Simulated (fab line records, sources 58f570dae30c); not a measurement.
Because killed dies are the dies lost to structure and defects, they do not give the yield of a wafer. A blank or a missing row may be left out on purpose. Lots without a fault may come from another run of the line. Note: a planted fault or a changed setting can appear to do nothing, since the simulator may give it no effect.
8D (eight disciplines) problem report, filled in by code / flow berkeley cmos170 / the parts of the form that need people (team, actions taken, sign-off) are left out

== 1. WHAT IS WRONG ==
Wafers without a fault read 56.80 W, standard deviation 0.048; heater power total W at UCB170_ZERO_SOFTBAKE_02 reads a mean of 60.02 W on 6 wafers belonging to 2 lots. Relative to the usual mean, that is a shift of +67 standard deviations.
The step: time 60 s.
The first sign was on wafer L926.2 at day 5 19:19, on litho track-02. The record holds 42 wafers of 14 lots with a number at this step. Rule for "out" (also "out of limits"): further than 4 standard deviations from the usual mean. Any other wafer with a number is counted as sound.

== 2. WHAT IT IS, AND WHAT IT ISN'T ==
question=which readings at this step | is=heater power total W, plate temp C | is not=-
question=which lots | is=L926, L928 | is not=L906, L908, L909, L910, L911, L912, L914, L915, L917, L919, L920, L927
question=which wafers of those lots | is=all that have a number | is not=-
question=read on which tools | is=litho track-02 | is not=litho track-01, litho track-04
question=when | is=from day 5 19:19 | is not=up to then (33 sound wafers); but 3 sound wafers of L927 came after

== 3. THE SUSPECTS, EACH WITH WHAT RULES IT OUT ==
Counting: a tool stays on the suspect list if, at a process step up to the reading, it processed all lots that are out and no sound lot following the first of them.
- litho track-02 at UCB170_ZERO_SOFTBAKE_02 (time 60 s): kept. It ran every lot that is out, first L926 (day 5 19:19), and no sound lot after that; its last sound lot up to then is L920 (day 4 19:59). Out on those wafers are its own readings of heater power total W, plate temp C.
The count leaves litho track-02 at UCB170_ZERO_SOFTBAKE_02.

== 4. THE CAUSE (what the simulator had put in) ==
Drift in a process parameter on litho track-02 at UCB170_ZERO_SOFTBAKE_02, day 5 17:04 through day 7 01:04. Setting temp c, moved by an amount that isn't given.
Only this tool survived the counting.

== 5. SEQUENCE OF EFFECTS, ordered by route ==
Each row: a reading where the mean over the struck wafers with a number is more than 3 standard deviations away from the usual. Only readings whose record carries a usual standard deviation are examined. hours: median over the lots of the time between each lot's start at the first step of this table that gives one and its start at this step. sigmas: the change, counted in usual standard deviations.
hours=0; step=UCB170_ZERO_SOFTBAKE_02; reading=heater power total W; usual=56.80 W; on struck wafers=60.02; change=+3.22; sigmas=+67
hours=0; step=UCB170_ZERO_SOFTBAKE_02; reading=plate temp C; usual=130.02 C; on struck wafers=135.69; change=+5.67; sigmas=+41
Here are the process steps it includes:
- UCB170_ZERO_SOFTBAKE_02: time 60 s.
Later measuring or inspecting steps at which every struck wafer that the step has a row for has a number for every such reading, and none has moved that far: UCB170_NWELL_TW_MEAS_16, UCB170_PWELL_THK_MEAS_06.

== 6. WHAT WOULD HAVE CAUGHT IT SOONER ==
In this record the first reading out of limits was taken at day 5 19:19, 2 hours after the fault began at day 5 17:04.
